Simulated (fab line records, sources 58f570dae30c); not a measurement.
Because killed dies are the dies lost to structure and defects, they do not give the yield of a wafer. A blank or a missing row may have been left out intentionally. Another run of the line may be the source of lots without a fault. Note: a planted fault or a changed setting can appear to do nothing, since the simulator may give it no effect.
Comparing a struck lot with a sound one    flow berkeley cmos170    19 steps out of a route of 331
Sound: the wafers L385.4, L385.5, L385.6. The struck wafers were L391.2, L391.4, L391.6. The cause is named last.
At each step with rows: each side's tool, then ch and its chambers, then its first start. Under that, the readings that differ: sound wafers    struck wafers    difference of the means    sigmas: that difference in standard deviations of wafers without a fault.
alike: same words and numbers on both sides, and readings whose means sit less than 2 such deviations apart. not compared: any withheld reading, any reading some wafer has no value for, any bound like >300 that may hide the same value, and any number with overlapping values for which the record gives no deviation.
A row with sigmas, a row that says differs or no value, or rows on one side alone: a step with any of these is where the two part. Non-overlapping numbers with no deviation appear without sigmas and do not part them. A reading missing from all wafers of one side parts the sides only when that side holds two or more wafers.

first, 5 steps without rows for these wafers: UCB170_ACTIVE_COAT_08 (resist thk 900 nm); UCB170_ACTIVE_SOFTBAKE_09 (time 60 s); UCB170_ACTIVE_EXPOSE_10 (exposes mask ACTIVE, target cd 1200 nm); UCB170_ACTIVE_PEB_11; UCB170_ACTIVE_DEVELOP_12 (develop time 45 s).
UCB170_ACTIVE_CD_MEAS_13: the cd target is 1200 nm.
  sound on cd sem-02, day 6 06:49; struck on cd sem-02, day 7 14:32
reading     sound                 struck                difference  sigmas
cd nm (nm)  1197.3 1195.9 1197.2  1201.2 1202.1 1201.8  +4.9        +3
UCB170_ACTIVE_OVL_MEAS_14:
  sound on overlay-01, day 6 06:54; struck on overlay-02, day 7 14:38
  alike: ACTIVE_OVL
UCB170_ACTIVE_ETCH_15: etches Si3N4 in CH3F/Ar/O2, stops on SiO2, target depth 242 nm, time 151 s.
  sound on rie diel-02 ch 1,2,3, day 6 06:55; struck on rie diel-04 ch 0,1, day 7 14:40
  alike: drypump motor current A, mfc ar sccm, oes product au, rf fwd power W, throttle valve pct
  not compared: rf hours counter h
UCB170_ACTIVE_STRIP_16: strips in O2.
  sound on plasma asher-04 ch 0,1, day 6 07:03; struck on plasma asher-02 ch 0,1, day 7 14:46
  alike: drypump motor current A, oes product au, strip time to endpoint s
  not compared: rf hours counter h
UCB170_ACTIVE_CD_MEAS_90: the cd target is 1200 nm.
  sound on cd sem-02, day 6 07:11; struck on cd sem-02, day 7 14:53
reading     sound                 struck                difference  sigmas
cd nm (nm)  1197.6 1196.3 1196.7  1200.9 1201.9 1201.4  +4.5        +3
then, 2 steps without rows for these wafers: UCB170_ACTIVE_CLEAN_17 (cleans in SPM, time 600 s); UCB170_PFIELD_HMDS_00 (prime time 60 s).
UCB170_PFIELD_COAT_01: resist thk 900 nm.
  sound on litho track-02 ch 0, day 6 08:55; struck on litho track-01, day 7 15:40
  no value came back on the struck wafers for chill plate temp C (C), dispense pressure kPa (kPa); on the sound wafers chill plate temp C (C) reads 22.89 22.89 23.00
then, 4 steps without rows for these wafers: UCB170_PFIELD_SOFTBAKE_02 (time 60 s); UCB170_PFIELD_EXPOSE_03 (exposes mask PFIELD, target cd 1500 nm); UCB170_PFIELD_PEB_04; UCB170_PFIELD_DEVELOP_05 (develop time 45 s).
UCB170_PFIELD_OVL_MEAS_06:
  sound on overlay-01, day 6 09:41; struck on overlay-01, day 7 16:50
reading          sound    struck  difference                     sigmas
PFIELD_OVL (nm)  10 14 4  - - -   no value on the struck wafers  
after that, 1 step had no rows for these wafers: UCB170_PFIELD_IMPLANT_07.

== WHERE THEY PART ==
Earliest at UCB170_ACTIVE_CD_MEAS_13; latest, in this record, at UCB170_PFIELD_OVL_MEAS_06.

WHY: whatever the simulator had introduced
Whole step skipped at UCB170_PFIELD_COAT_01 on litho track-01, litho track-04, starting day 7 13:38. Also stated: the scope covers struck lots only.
